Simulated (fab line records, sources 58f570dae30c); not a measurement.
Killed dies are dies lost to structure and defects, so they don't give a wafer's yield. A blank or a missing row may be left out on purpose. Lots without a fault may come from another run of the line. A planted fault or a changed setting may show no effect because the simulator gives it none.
Which tool did it? | flow berkeley_cmos170 | 7 lots, 21 wafers sampled, at 2 steps of a route of 331

WHAT THE GAUGES READ, wafer by wafer
UCB170_NWELL_THK_MEAS_05.
lot  | measured    | on            | NWELL_NITRIDE_THK (nm)
L764 | day 2 14:22 | film_metro-03 | 222.5 224.0 224.5
L766 | day 2 23:19 | film_metro-01 | 224.8 221.7 222.7
L768 | day 3 11:44 | film_metro-02 | 222.3 222.6 222.5
L771 | day 3 22:55 | film_metro-02 | 222.9 222.9 224.5
L773 | day 4 13:31 | film_metro-02 | 257.4 257.9 256.9 257.6 257.9 256.7
L775 | day 4 23:56 | film_metro-01 | 224.6 226.1 223.4
L784 | day 6 17:53 | film_metro-03 | 222.0 222.3 223.0

WHICH TOOL RAN EACH LOT (tool, then ch and the chambers of the sampled wafers, then the start)
lot  | UCB170_NWELL_CVD_04
L764 | lpcvd-02 ch 0, day 2 12:26
L766 | lpcvd-01 ch 1, day 2 18:58
L768 | lpcvd-01 ch 0, day 3 08:50
L771 | lpcvd-01 ch 1, day 3 20:59
L773 | lpcvd-01 ch 0, day 4 11:35
L775 | lpcvd-02 ch 1, day 4 21:59
L784 | lpcvd-02 ch 0, day 6 15:56
- UCB170_NWELL_CVD_04: deposits Si3N4 from SiH2Cl2/NH3, target thk 224 nm, time 3360 s.

THE ANSWER, worked out from the rows above alone
Rule: what is usual is taken from the lots themselves. Put in order of their means at a reading, lots are off if they are a third of the lots or fewer, leave a main group of 4 or more, and stand apart from it by a gap of 3 or more times the standard deviation of the main group's means; of several such gaps the widest counts. A main group whose means are all the same, to the digits that the tables above print for the reading, isn't used. A lot without any number at a reading at which 4 lots or more have one is off too. The other lots that the step has rows for count as sound.
Off: L773, at UCB170_NWELL_THK_MEAS_05 (NWELL_NITRIDE_THK). The main group: mean 223.3 nm, standard deviation 0.78.
A tool fits if, at a process step before that reading, it ran every lot that is off, and no sound lot after the first of them. The gauges at UCB170_NWELL_THK_MEAS_05 are tried like those tools. Can't be told from this: 2 tools fit, lpcvd-01 at UCB170_NWELL_CVD_04, film_metro-02 at UCB170_NWELL_THK_MEAS_05.

WHAT THE SIMULATOR HAD PUT IN
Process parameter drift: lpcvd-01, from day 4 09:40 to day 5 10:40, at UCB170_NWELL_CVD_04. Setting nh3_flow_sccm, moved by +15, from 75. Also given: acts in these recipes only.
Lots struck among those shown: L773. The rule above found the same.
